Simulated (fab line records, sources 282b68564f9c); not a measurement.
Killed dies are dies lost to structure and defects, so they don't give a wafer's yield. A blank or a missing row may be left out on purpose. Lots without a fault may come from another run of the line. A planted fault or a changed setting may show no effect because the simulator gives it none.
Split-lot experiment | flow rit_cmos | 5 lots, 23 wafers read, on a route of 202 steps

THE SPLIT
At RIT_SPACER_CVD_03 (deposits Si3N4 from SiH2Cl2/NH3, target thk 250 nm, time 3300 s), the setting temp_c was moved away from the recipe's 810 C on 15 of the 23 wafers read, by -0.9% to +1.2%. The other wafers ran this setting at the recipe's value.

FROM THE SPLIT TO THE READING: what the file shows between them, 1 step
- RIT_SPACER_THK_MEAS_04

THE READING
oes_product_au, in a.u., at RIT_SPACER_ETCHBACK_05 (etches Si3N4 in SF6/CHF3, stops on SiO2, target depth 250 nm, time 240 s). Fault-free wafers of this fab line usually give 0.840 a.u., standard deviation 0.011 a.u..

wafer  | tool, chamber at the split | temp_c as run, C | against the recipe | oes_product_au, a.u. | against lot-mates on the recipe
L075.1 | -, -                       | 819.4            | +1.2%              | 0.950                | no lot-mate on the recipe
L075.2 | -, -                       | 819.4            | +1.2%              | 0.945                | no lot-mate on the recipe
L075.3 | -, -                       | 819.4            | +1.2%              | 0.954                | no lot-mate on the recipe
L075.5 | -, -                       | 819.4            | +1.2%              | 0.956                | no lot-mate on the recipe
L075.6 | -, -                       | 819.4            | +1.2%              | 0.951                | no lot-mate on the recipe
L076.1 | -, -                       | 819.8            | +1.2%              | 0.945                | no lot-mate on the recipe
L076.3 | -, -                       | 819.8            | +1.2%              | 0.932                | no lot-mate on the recipe
L076.4 | -, -                       | 819.8            | +1.2%              | 0.978                | no lot-mate on the recipe
L076.5 | -, -                       | 819.8            | +1.2%              | 0.931                | no lot-mate on the recipe
L076.6 | -, -                       | 819.8            | +1.2%              | 0.916                | no lot-mate on the recipe
L078.1 | -, -                       | 802.9            | -0.9%              | 0.781                | no lot-mate on the recipe
L078.2 | -, -                       | 802.9            | -0.9%              | 0.773                | no lot-mate on the recipe
L078.3 | -, -                       | 802.9            | -0.9%              | 0.788                | no lot-mate on the recipe
L078.5 | -, -                       | 802.9            | -0.9%              | 0.779                | no lot-mate on the recipe
L078.6 | -, -                       | 802.9            | -0.9%              | 0.783                | no lot-mate on the recipe
L079.1 | lpcvd-02, 0                | 810              | recipe             | 0.841                | -
L079.4 | lpcvd-02, 0                | 810              | recipe             | 0.836                | -
L079.5 | lpcvd-02, 0                | 810              | recipe             | 0.840                | -
L084.1 | -, -                       | 810              | recipe             | 0.857                | -
L084.2 | -, -                       | 810              | recipe             | 0.850                | -
L084.3 | -, -                       | 810              | recipe             | 0.849                | -
L084.4 | -, -                       | 810              | recipe             | 0.839                | -
L084.6 | -, -                       | 810              | recipe             | 0.847                | -

THE FIT
A straight line over all 23 wafers: oes_product_au changes by +0.0809 a.u. for each +1% of temp_c; r = +0.98; the points scatter about the line by 0.013 a.u..
Too few moved wafers have a lot-mate on the recipe to fit a line with each lot's own level taken away.

THE WHOLE CHAIN: every reading that the file lists as answering this split, in the file's order
step                   | what it does                                                             | reading                                                                        | change (the file's fit)                  | r (the file's)
RIT_SPACER_CVD_03      | deposits Si3N4 from SiH2Cl2/NH3, target thk 250 nm, time 3300 s          | Si3N4_of_SPACER_CVD_03.thk_nm (the simulator's own value, which no gauge read) | +35.9 nm for each +1% of the setting     | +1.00
RIT_SPACER_THK_MEAS_04 |                                                                          | SPACER_NITRIDE_THK                                                             | +35.9 for each +1% of the setting        | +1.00
RIT_SPACER_ETCHBACK_05 | etches Si3N4 in SF6/CHF3, stops on SiO2, target depth 250 nm, time 240 s | oes_product_au                                                                 | +0.0811 a.u. for each +1% of the setting | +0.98
RIT_SPACER_ETCHBACK_05 | etches Si3N4 in SF6/CHF3, stops on SiO2, target depth 250 nm, time 240 s | etch.depth_nm (the simulator's own value, which no gauge read)                 | +36.7 nm for each +1% of the setting     | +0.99
RIT_SPACER_ETCHBACK_05 | etches Si3N4 in SF6/CHF3, stops on SiO2, target depth 250 nm, time 240 s | Si3N4_of_SPACER_CVD_03.thk_nm (the simulator's own value, which no gauge read) | +27.6 nm for each +1% of the setting     | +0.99

THE FILE'S OWN FIT
oes_product_au changes by +0.0811 a.u. for each +1% of temp_c, r = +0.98.
